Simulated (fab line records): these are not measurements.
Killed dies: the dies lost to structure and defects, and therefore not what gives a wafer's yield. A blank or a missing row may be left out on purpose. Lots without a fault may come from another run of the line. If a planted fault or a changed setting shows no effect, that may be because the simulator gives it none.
One fault seen from 2 desks + flow rit-cmos + every desk sees just its own numbers, and what lay behind them comes last

== METROLOGY DESK ==
What the gauges read for every lot (on any tool): the sampled wafers with a number, averaged. If a lot's mean is further than 4 standard deviations from the usual mean, the lot is out of limits and carries the mark OUT (the distance appears in the brackets).
Columns: A = PRETRO_TW at RIT_PRETRO_TW_MEAS_10, usual 471
| lot  | first seen here | A             |
|------|-----------------|---------------|
| L461 | day 2 13:56     | 476           |
| L462 | day 2 19:08     | 469           |
| L463 | day 3 05:04     | 475           |
| L466 | day 3 19:43     | 465           |
| L467 | day 3 23:18     | 466           |
| L470 | day 4 13:37     | 465           |
| L472 | day 5 00:29     | 413 (-13) OUT |
| L473 | day 5 05:07     | 419 (-12) OUT |
| L474 | day 5 11:03     | 475           |
| L475 | day 5 13:46     | 466           |
| L479 | day 6 17:09     | 468           |
| L480 | day 6 23:08     | 477           |
| L482 | day 7 10:37     | 464           |
| L483 | day 7 15:48     | 466           |
Per this desk, out of limits: L472, L473; the first was L472, day 5 00:29 (PRETRO_TW at RIT_PRETRO_TW_MEAS_10). L461, L462, L463, L466, L467, L470, L474, L475, L479, L480, L482, L483 stayed within limits.

== THE TOOL OWNER'S DESK: implanter-03 ==
RIT_PRETRO_IMPLANT_08, tool's own readings: per-lot mean of the sampled wafers with a number, covering each lot this tool ran. If a lot's mean is further than 4 standard deviations from the usual mean, the lot is out of limits and carries the mark OUT (the distance appears in the brackets).
Columns: A = dose-ions-cm2 at RIT_PRETRO_IMPLANT_08, usual 1.2003e+13; B = faraday-current-uA at RIT_PRETRO_IMPLANT_08, usual 38.1
| lot  | first seen here | A                            | B              |
|------|-----------------|------------------------------|----------------|
| L461 | day 2 13:37     | 1.2000e+13                   | 37.6           |
| L466 | day 3 19:26     | 1.2018e+13                   | 38.4           |
| L467 | day 3 22:59     | 1.2016e+13                   | 38.0           |
| L472 | day 5 00:11     | 8.0520e+12 (-99 or more) OUT | 25.6 (-16) OUT |
| L473 | day 5 04:47     | 8.0407e+12 (-99 or more) OUT | 25.0 (-17) OUT |
This desk's verdict: out of limits on L472, L473, starting with L472 at day 5 00:11 (dose-ions-cm2 at RIT_PRETRO_IMPLANT_08). L461, L466, L467 stayed within limits.

== PUT TOGETHER ==
An alarm could have come from the tool owner's desk at day 5 00:11, on L472, L473.
L472, L473 would have let the metrology desk raise an alarm at day 5 00:29.
On implanter-03, each named lot ran RIT_PRETRO_IMPLANT_08.

== WHAT THE SIMULATOR HAD INSERTED ==
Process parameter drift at RIT_PRETRO_IMPLANT_08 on implanter-03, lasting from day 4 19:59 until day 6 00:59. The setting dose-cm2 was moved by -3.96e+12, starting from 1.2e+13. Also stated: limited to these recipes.
Shown lots that were struck: L472, L473.
Fault start to first reading out of limits, in hours, per desk: tool owner, 4; metrology, 4.
